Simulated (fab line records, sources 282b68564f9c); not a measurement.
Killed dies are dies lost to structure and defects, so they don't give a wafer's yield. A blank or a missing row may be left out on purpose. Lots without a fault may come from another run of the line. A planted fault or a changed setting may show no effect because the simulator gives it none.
A struck lot beside a sound one | flow rit_cmos | 15 steps out of a route of 202
Sound: wafers L971.2, L971.4, L971.6. Struck: wafers L956.2, L956.3, L956.5. The cause comes at the end.
At each step with rows: each side's tool, then ch and its chambers, then its first start. Under that, the readings that differ: sound wafers | struck wafers | difference of the means | sigmas: that difference in standard deviations of wafers without a fault.
alike: readings whose means differ by less than 2 such deviations, and words and numbers that are the same on both sides. not compared: withheld readings, readings that some wafer has no value for, bounds like >300 that may hide the same value, and numbers for which the record gives no deviation and whose values overlap.
The two part at a step that has a row with sigmas, a row that says differs or no value, or rows on one side only. Numbers that don't overlap but have no deviation are shown without sigmas and don't part them. A reading that every wafer of one side lacks parts them only if that side has two wafers or more.

first, 1 step without rows for these wafers: RIT_NSD_IMPLANT_08.
RIT_NSD_STRIP_09: strips in O2, time 180 s.
  sound on plasma_asher-02 ch 0,1, day 6 19:28; struck on plasma_asher-03 ch 0, day 3 19:14
  alike: chamber_pressure_mTorr, drypump_motor_current_A, rf_refl_power_W
  not compared: rf_hours_counter_h
RIT_NSD_TW_MEAS_10:
  sound on film_metro-04, day 6 19:39; struck on film_metro-03, day 3 19:25
  reading | sound          | struck         | difference | sigmas
  NSD_TW  | 3112 3113 3101 | 3045 3014 3036 | -77        | -2
then, 6 steps without rows for these wafers: RIT_PSD_HMDS_00 (prime time 60 s); RIT_PSD_COAT_01 (resist thk 1000 nm); RIT_PSD_SOFTBAKE_02 (time 60 s); RIT_PSD_EXPOSE_03 (exposes mask M10, target cd 40900 nm); RIT_PSD_PEB_04; RIT_PSD_DEVELOP_05 (develop time 50 s).
RIT_PSD_OVL_MEAS_06:
  sound on overlay-02, day 6 20:34; struck on overlay-02, day 3 20:27
  alike: PSD_OVL
then, 2 steps without rows for these wafers: RIT_PSD_HARDBAKE_07 (time 60 s); RIT_PSD_IMPLANT_08.
RIT_PSD_STRIP_09: strips in O2, time 180 s.
  sound on plasma_asher-02 ch 0,1, day 6 20:53; struck on plasma_asher-03 ch 0,1, day 3 20:47
  no value came back on the struck wafers for chamber_pressure_mTorr (mTorr), drypump_motor_current_A (A), rf_refl_power_W (W); on the sound wafers chamber_pressure_mTorr (mTorr) reads 4002 4001 3998
  reading                                  | sound | struck            | difference | sigmas
  model.NOVOLAK_of_PSD_COAT_01.thk_nm (nm) | 0 0 0 | 887.8 887.4 886.9 | +887.4     |
  not compared: rf_hours_counter_h
RIT_PSD_TW_MEAS_10:
  sound on film_metro-03, day 6 21:04; struck on film_metro-03, day 3 20:58
  alike: PSD_TW
RIT_M1_PROBE_99:
  the record has rows for the struck wafers here (prober-01, day 4 05:03) and none for the sound ones

WHERE THEY PART
First at RIT_NSD_TW_MEAS_10; last, within this record, at RIT_M1_PROBE_99.

WHY: what the simulator had put in
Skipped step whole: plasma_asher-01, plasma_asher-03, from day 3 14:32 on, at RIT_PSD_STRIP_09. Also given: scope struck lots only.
